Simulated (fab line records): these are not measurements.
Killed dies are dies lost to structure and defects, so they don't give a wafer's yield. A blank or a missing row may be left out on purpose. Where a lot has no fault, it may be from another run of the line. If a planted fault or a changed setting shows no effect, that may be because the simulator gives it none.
fab line records | flow rit_cmos | part 2 of 2: steps 36 to 47 of 47
[record] lots = 5 | wafers = 15 | last_day = 7
route steps=202 shown GATE@93 REOX@98 NLDD@103 PLDD@114 SPACER@125 NSD@131
lots that met no fault: from a run of the same line without faults
start_h: hours from the record's opening day to when the first of the lot's shown wafers began | wait_h: hours elapsed since this lot's preceding step | " the same as in the row above | L1.1+2: several wafers, shown together as one row | - value missing, or start not given | * or withheld: withheld | < > ~ a bound
route shown NAME@n: names a module that has steps shown in the file, with the first one's number in the route | usual: mean and standard deviation over wafers with no fault | same: alike in all rows | chamber/n: place in a boat | sites: each site's reading | _std_site: the standard deviation of these | _edge_site: mean of outer sites minus mean of inner sites | radius_mm: how far each site lies from the wafer's centre | mask NAME#n: copy n | behind: tool/chamber where the wafer was last shaped | hold: what put the lot on hold/how long, in hours/how the hold closed | device: whichever transistor did not switch (one of n, p or np) | end of line: the route-end tests of the same wafers | a step given without rows: its recipe and nothing more | killed: the dies lost at the first sort to structure and to defects; this is not the yield of the wafer | map: a wafer's dies, marking killed ones x, the rest . and places with no die _
set.NAME: the run value of the setting; set.NAME@STEP: its run value at that earlier step | model.NAME: the simulator's own value behind a step, which no gauge read
lots seen at some steps along the route; tables by step, rows by wafer
services: a tool's chamber out of use, with start hour (start_h, from the record's first day; less than 0 if before it), hours out, and reason
[[steps]]
[step RIT_SPACER_CVD_03]
[recipe] material = Si3N4 | target_thk_nm = 250 | temp_c = 810 | precursor = SiH2Cl2/NH3 | time_s = 3300 | pressure_mtorr = 300 | sih2cl2_flow_sccm = 60 | nh3_flow_sccm = 150
[usual] spike_tc_centre_C = 811.3/1.1
lot.wafer | tool     | chamber | start_h | wait_h | spike_tc_centre_C
L076.3    | lpcvd-01 | 1       | 55.58   | 0.0    | 811.5
L076.4    | "        | 1       | "       | "      | 810.6
L076.5    | "        | 1       | "       | "      | 813.3
L077.1    | lpcvd-01 | 1       | 59.39   | 0.0    | 810.3
L077.2    | "        | 1       | "       | "      | 811.1
L077.4    | "        | 1       | "       | "      | 814.0
L085.1    | lpcvd-01 | 1       | 104.19  | 0.0    | 813.5
L085.3    | "        | 1       | "       | "      | 812.8
L085.4    | "        | 1       | "       | "      | 810.5
L091.1    | lpcvd-02 | 0       | 136.36  | 0.0    | 813.1
L091.4    | "        | 0       | "       | "      | 808.9
L091.5    | "        | 0       | "       | "      | 810.2
L096.1    | lpcvd-01 | 1       | 163.72  | 0.0    | 812.7
L096.4    | "        | 1       | "       | "      | 811.7
L096.6    | "        | 1       | "       | "      | 810.9
[step RIT_SPACER_THK_MEAS_04]
[recipe] reads = Si3N4_of_SPACER_CVD_03
[usual] SPACER_NITRIDE_THK = 251.2/2.4
lot.wafer | tool          | chamber | start_h | wait_h | SPACER_NITRIDE_THK[nm]
L076.3    | film_metro-03 | -       | 57.52   | 0.0    | 251.3
L076.4    | "             | -       | "       | "      | 251.6
L076.5    | "             | -       | "       | "      | 250.3
L077.1    | film_metro-01 | -       | 61.31   | 0.0    | 249.4
L077.2    | "             | -       | "       | "      | 246.6
L077.4    | "             | -       | "       | "      | 249.6
L085.1    | film_metro-03 | -       | 107.07  | 0.0    | 250.7
L085.3    | "             | -       | "       | "      | 252.5
L085.4    | "             | -       | "       | "      | 250.4
L091.1    | film_metro-02 | -       | 138.27  | 0.0    | 255.8
L091.4    | "             | -       | "       | "      | 254.0
L091.5    | "             | -       | "       | "      | 253.5
L096.1    | film_metro-02 | -       | 165.64  | 0.0    | 250.2
L096.4    | "             | -       | "       | "      | 249.5
L096.6    | "             | -       | "       | "      | 245.4
[step RIT_SPACER_ETCHBACK_05]
[recipe] target_depth_a = 2500 | SF6_flow_sccm = 30 | CHF3_flow_sccm = 30 | target = Si3N4 | chemistry = SF6/CHF3 | pressure_mtorr = 40 | rf_w = 250 | time_s = 240 | stop_on = SiO2
[usual] drypump_motor_current_A = 5.7/0.5 | oes_product_au = 0.850/0.01 | throttle_valve_pct = 10.29/0.12
lot.wafer | tool        | chamber | start_h | wait_h | drypump_motor_current_A | oes_product_au | rf_hours_counter_h | throttle_valve_pct
L076.3    | rie_diel-04 | 1       | 57.56   | 0.0    | 5.8                     | 0.858          | 99                 | 10.49
L076.4    | "           | 3       | "       | "      | 5.7                     | 0.839          | 97                 | 10.45
L076.5    | "           | 2       | "       | "      | 4.8                     | 0.848          | -                  | 10.32
L077.1    | rie_diel-02 | 0       | 61.37   | 0.1    | 6.1                     | 0.848          | 5                  | 10.12
L077.2    | "           | 1       | "       | "      | 5.4                     | 0.840          | 86                 | 10.46
L077.4    | "           | 2       | "       | "      | 5.2                     | 0.831          | 9                  | 10.19
L085.1    | rie_diel-04 | 3       | 107.13  | 0.1    | 5.7                     | 0.841          | 98                 | 10.44
L085.3    | "           | 0       | "       | "      | 5.3                     | 0.848          | 149                | 10.26
L085.4    | "           | 2       | "       | "      | 4.8                     | 0.846          | 59                 | 10.32
L091.1    | rie_diel-03 | 1       | 138.33  | 0.1    | 6.1                     | 0.854          | 30                 | 10.29
L091.4    | "           | 1       | "       | "      | 6.1                     | 0.854          | -                  | 10.28
L091.5    | "           | 2       | "       | "      | 5.3                     | 0.847          | -                  | 10.20
L096.1    | rie_diel-03 | 2       | 165.70  | 0.1    | 5.3                     | 0.841          | 69                 | 10.21
L096.4    | "           | 3       | "       | "      | 6.7                     | 0.847          | 29                 | 10.13
L096.6    | "           | 1       | "       | "      | 6.0                     | 0.820          | -                  | 10.27
[step RIT_NSD_HMDS_00]
[recipe] prime_time_s = 60 | prime_temp_c = 140
lot.wafer  | tool           | chamber | start_h | wait_h
L076.3+4+5 | litho_track-03 | 0       | 57.76   | 0.1
L077.1+2+4 | litho_track-04 | 0       | 61.52   | 0.1
L085.1+3+4 | litho_track-04 | 0       | 107.28  | 0.1
L091.1+4+5 | litho_track-02 | 0       | 138.48  | 0.1
L096.1+4+6 | litho_track-04 | 0       | 165.85  | 0.1
[step RIT_NSD_COAT_01]
[recipe] resist = NOVOLAK | spin_rpm = 3250 | resist_thk_nm = 1000
lot.wafer  | tool           | chamber | start_h | wait_h
L076.3+4+5 | litho_track-03 | 0       | 57.91   | 0.1
L077.1+2+4 | litho_track-04 | 0       | 61.67   | 0.1
L085.1+3+4 | litho_track-04 | 0       | 107.43  | 0.1
L091.1+4+5 | litho_track-02 | 0       | 138.63  | 0.1
L096.1+4+6 | litho_track-04 | 0       | 166.00  | 0.1
[step RIT_NSD_SOFTBAKE_02]
[recipe] resist = NOVOLAK | temp_c = 90 | time_s = 61.15
[usual] plate_sensor_t_centre_C = 90.970/0.01 | plate_sensor_t_edge_C = 91.020/0.01
lot.wafer | tool           | chamber | start_h | wait_h | plate_sensor_t_centre_C | plate_sensor_t_edge_C
L076.3    | litho_track-03 | 0       | 58.06   | 0.1    | 90.955                  | 91.018
L076.4    | "              | 0       | "       | "      | 90.984                  | 91.020
L076.5    | "              | 0       | "       | "      | 90.948                  | 91.011
L077.1    | litho_track-04 | 0       | 61.82   | 0.1    | 90.980                  | 91.019
L077.2    | "              | 0       | "       | "      | 90.971                  | 91.033
L077.4    | "              | 0       | "       | "      | 90.969                  | 91.027
L085.1    | litho_track-04 | 0       | 107.58  | 0.1    | 90.954                  | 91.026
L085.3    | "              | 0       | "       | "      | 90.965                  | 91.019
L085.4    | "              | 0       | "       | "      | 90.975                  | 91.015
L091.1    | litho_track-02 | 0       | 138.78  | 0.1    | 90.976                  | 91.019
L091.4    | "              | 0       | "       | "      | 90.976                  | 91.016
L091.5    | "              | 0       | "       | "      | 90.978                  | 91.025
L096.1    | litho_track-04 | 0       | 166.15  | 0.1    | 90.977                  | 90.999
L096.4    | "              | 0       | "       | "      | 90.953                  | 91.004
L096.6    | "              | 0       | "       | "      | 90.984                  | 90.996
[step RIT_NSD_EXPOSE_03]
[recipe] mask_id = M9 | na = 0.57 | target_cd_nm = 40700 | dose_mj = 250
lot.wafer  | tool             | chamber | start_h | wait_h | mask
L076.3+4+5 | iline_stepper-01 | 0       | 58.20   | 0.1    | M9#0
L077.1+2+4 | iline_stepper-01 | 0       | 61.97   | 0.1    | M9#0
L085.1+3+4 | iline_stepper-02 | 0       | 107.85  | 0.2    | M9#0
L091.1+4+5 | iline_stepper-02 | 0       | 138.93  | 0.1    | M9#0
L096.1+4+6 | iline_stepper-02 | 0       | 166.42  | 0.2    | M9#0
[step RIT_NSD_PEB_04]
[recipe] resist = NOVOLAK | temp_c = withheld | time_s = withheld
lot.wafer  | tool           | chamber | start_h | wait_h
L076.3+4+5 | litho_track-03 | 0       | 58.33   | 0.1
L077.1+2+4 | litho_track-02 | 0       | 62.08   | 0.1
L085.1+3+4 | litho_track-04 | 0       | 107.97  | 0.1
L091.1+4+5 | litho_track-04 | 0       | 139.21  | 0.3
L096.1+4+6 | litho_track-04 | 0       | 166.54  | 0.1
[step RIT_NSD_DEVELOP_05]
[recipe] resist = NOVOLAK | develop_time_s = 50 | dev_temp_c = 23
lot.wafer  | tool           | chamber | start_h | wait_h
L076.3+4+5 | litho_track-03 | 0       | -       | -
L077.1+2+4 | litho_track-02 | 0       | -       | -
L085.1+3+4 | litho_track-04 | 0       | -       | -
L091.1+4+5 | litho_track-04 | 0       | -       | -
L096.1+4+6 | litho_track-04 | 0       | -       | -
[step RIT_NSD_OVL_MEAS_06]
[usual] NSD_OVL = 0.7/1.3
lot.wafer | tool       | chamber | start_h | wait_h | NSD_OVL[nm]
L076.3    | overlay-02 | -       | 58.57   | -      | 1.8
L076.4    | "          | -       | "       | "      | 2.0
L076.5    | "          | -       | "       | "      | 1.3
L077.1    | overlay-02 | -       | 62.37   | -      | 4.0
L077.2    | "          | -       | "       | "      | 2.3
L077.4    | "          | -       | "       | "      | 0.6
L085.1    | overlay-01 | -       | 108.25  | -      | 0.5
L085.3    | "          | -       | "       | "      | 0.0
L085.4    | "          | -       | "       | "      | 0.7
L091.1    | overlay-02 | -       | 139.49  | -      | 0.8
L091.4    | "          | -       | "       | "      | 0.0
L091.5    | "          | -       | "       | "      | 0.6
L096.1    | overlay-01 | -       | 166.82  | -      | -1.1
L096.4    | "          | -       | "       | "      | 1.7
L096.6    | "          | -       | "       | "      | 2.5
[step RIT_NSD_HARDBAKE_07]
[recipe] resist = NOVOLAK | temp_c = 140 | time_s = 60
lot.wafer  | tool           | chamber | start_h | wait_h
L076.3+4+5 | litho_track-04 | 0       | 58.65   | 0.1
L077.1+2+4 | litho_track-04 | 0       | 62.46   | 0.1
L085.1+3+4 | litho_track-02 | 0       | 108.29  | 0.0
L091.1+4+5 | litho_track-04 | 0       | 139.53  | 0.0
L096.1+4+6 | litho_track-03 | 0       | 166.86  | 0.0
[step RIT_NSD_IMPLANT_08]
[recipe] species = P | energy_kev = 25 | dose_cm2 = 1e+15 | tilt_deg = 7
[usual] tilt_deg = 7.005/0.018
lot.wafer | tool         | chamber | start_h | wait_h | tilt_deg
L076.3    | implanter-04 | 0       | 58.80   | 0.1    | 7.035
L076.4    | "            | 0       | "       | "      | 7.010
L076.5    | "            | 0       | "       | "      | 7.007
L077.1    | implanter-03 | 0       | 62.61   | 0.1    | 7.007
L077.2    | "            | 0       | "       | "      | 7.014
L077.4    | "            | 0       | "       | "      | 7.024
L085.1    | implanter-04 | 0       | 108.44  | 0.1    | 7.003
L085.3    | "            | 0       | "       | "      | 6.989
L085.4    | "            | 0       | "       | "      | 6.997
L091.1    | implanter-04 | 0       | 139.68  | 0.1    | 7.005
L091.4    | "            | 0       | "       | "      | 6.993
L091.5    | "            | 0       | "       | "      | 6.967
L096.1    | implanter-03 | 0       | 167.01  | 0.1    | 7.001
L096.4    | "            | 0       | "       | "      | 6.992
L096.6    | "            | 0       | "       | "      | 6.986
[[services]]
tool             | chamber | start_h | hours | kind
rie_si-02        | -       | 61.70   | 0.4   | repair
rie_si-02        | 2       | 62.36   | -     | clean
furnace-04       | -       | 63.01   | 7.1   | pm
iline_stepper-01 | -       | 75.50   | 1.7   | pm
rie_si-01        | 0       | 76.43   | 2.1   | repair
wet_bench-01     | -       | 77.33   | 3.4   | repair
lpcvd-02         | -       | 77.87   | 0.9   | repair
rie_diel-02      | 0       | 79.37   | 2.1   | repair
implanter-01     | -       | 83.95   | 2.6   | repair
iline_stepper-01 | -       | 91.00   | 2.1   | pm
iline_stepper-02 | -       | 97.59   | 1.7   | pm
implanter-01     | -       | 98.97   | 9.8   | pm
implanter-04     | -       | 103.76  | 3.6   | repair
furnace-03       | -       | 104.57  | 4.4   | pm
plasma_asher-02  | -       | 108.80  | 9.0   | pm
implanter-01     | -       | 109.36  | 2.9   | pm
implanter-01     | -       | 115.36  | 5.5   | repair
rie_diel-04      | 2       | 122.30  | 1.8   | repair
furnace-01       | -       | 122.83  | 3.4   | pm
furnace-04       | -       | 139.62  | 15.9  | repair
furnace-04       | -       | 155.50  | 3.4   | pm
furnace-03       | -       | 155.89  | 3.2   | pm
furnace-04       | -       | 160.86  | 2.6   | pm
rie_si-02        | -       | 162.52  | 14.6  | pm
